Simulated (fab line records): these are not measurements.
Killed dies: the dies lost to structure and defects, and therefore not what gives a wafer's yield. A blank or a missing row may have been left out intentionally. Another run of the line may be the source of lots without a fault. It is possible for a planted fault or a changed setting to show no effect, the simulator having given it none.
Comparing a struck lot with a sound one / flow berkeley-cmos170 / 14 steps out of a route of 331
Sound: these wafers, L524.1, L524.3, L524.6. Wafers struck: L529.1, L529.2, L529.3. Last of all comes the cause.
Each step with rows lists, per side, the tool, then ch with its chambers, then its first start. Under that, the readings that differ: sound wafers / struck wafers / difference of the means / sigmas: that difference in standard deviations of wafers without a fault.
alike: same words and numbers on both sides, and readings whose means sit less than 2 such deviations apart. not compared: any withheld reading, any reading some wafer has no value for, any bound like >300 that may hide the same value, and any number with overlapping values for which the record gives no deviation.
The two part at a step that has a row with sigmas, a row that says differs or no value, or rows on one side only. Numbers that have no deviation but don't overlap get no sigmas and don't part them. A reading missing from all wafers of one side parts the sides only when that side holds two or more wafers.

UCB170_CONTACT_ETCH_17: etches BARC in N2/H2.
  sound on rie-diel-03 ch 1,2, day 10 09:30; struck on rie-diel-03 ch 0,1,2, day 11 00:51
  alike: bias-w, drypump-motor-current-A, oes-product-au, throttle-valve-pct
UCB170_CONTACT_ETCH_18: etches PSG in CHF3/CF4/Ar, stops on TiSi2, target depth 840 nm, time 195 s.
  sound: rie-diel-03 ch 1,2; struck: rie-diel-03 ch 0,1,2
  alike: drypump-motor-current-A, oes-product-au, throttle-valve-pct
  not compared: rf-hours-counter-h
UCB170_CONTACT_STRIP_19: strips in O2.
  sound on plasma-asher-02 ch 0,1, day 10 09:40; struck on plasma-asher-04 ch 0,1, day 11 01:01
  alike: drypump-motor-current-A, o2-flow-sccm, oes-product-au
  not compared: rf-hours-counter-h
UCB170_CONTACT_CD_MEAS_90 targets a cd of 700 nm.
  sound on cd-sem-01 at day 10 09:46; struck on cd-sem-01 at day 11 01:11
  alike: cd-nm
then, 1 step without rows for these wafers: UCB170_CONTACT_CLEAN_20 (cleans in SPM, time 600 s).
UCB170_M1_SPUTTER_00: material Al, target thk 600 nm, time 80 s.
  sound on pvd-sputter-02 at day 10 10:04; struck on pvd-sputter-04 at day 11 02:11
  alike: throttle-valve-pct
UCB170_M1_RS_MEAS_01: the measuring method here is four-point-probe.
  sound on film-metro-02 at day 10 10:07; struck on film-metro-03 at day 11 02:14
  alike: M1_AL_RS
UCB170_M1_THK_MEAS_02: measures by xrf.
  sound on film-metro-02 at day 10 10:14; struck on film-metro-03 at day 11 02:22
  alike: M1_AL_THK
then, 4 steps without rows for these wafers: UCB170_M1_COAT_03; UCB170_M1_COAT_04 (resist thk 900 nm); UCB170_M1_SOFTBAKE_05 (time 60 s); UCB170_M1_EXPOSE_06 (exposes mask METAL1, target cd 700 nm).
UCB170_M1_PEB_07:
  struck on litho-track-03, day 11 03:25; sound on litho-track-03 ch 0, day 10 11:46
  no value came back on the struck wafers for chill-plate-temp-C (C), exhaust-pa (Pa); on the sound wafers chill-plate-temp-C (C) reads 22.90 22.87 22.97
then, 1 step without rows for these wafers: UCB170_M1_DEVELOP_08 (develop time 45 s).

WHERE THEY PART
Only at UCB170_M1_PEB_07, within this record.

WHY: the cause the simulator had injected
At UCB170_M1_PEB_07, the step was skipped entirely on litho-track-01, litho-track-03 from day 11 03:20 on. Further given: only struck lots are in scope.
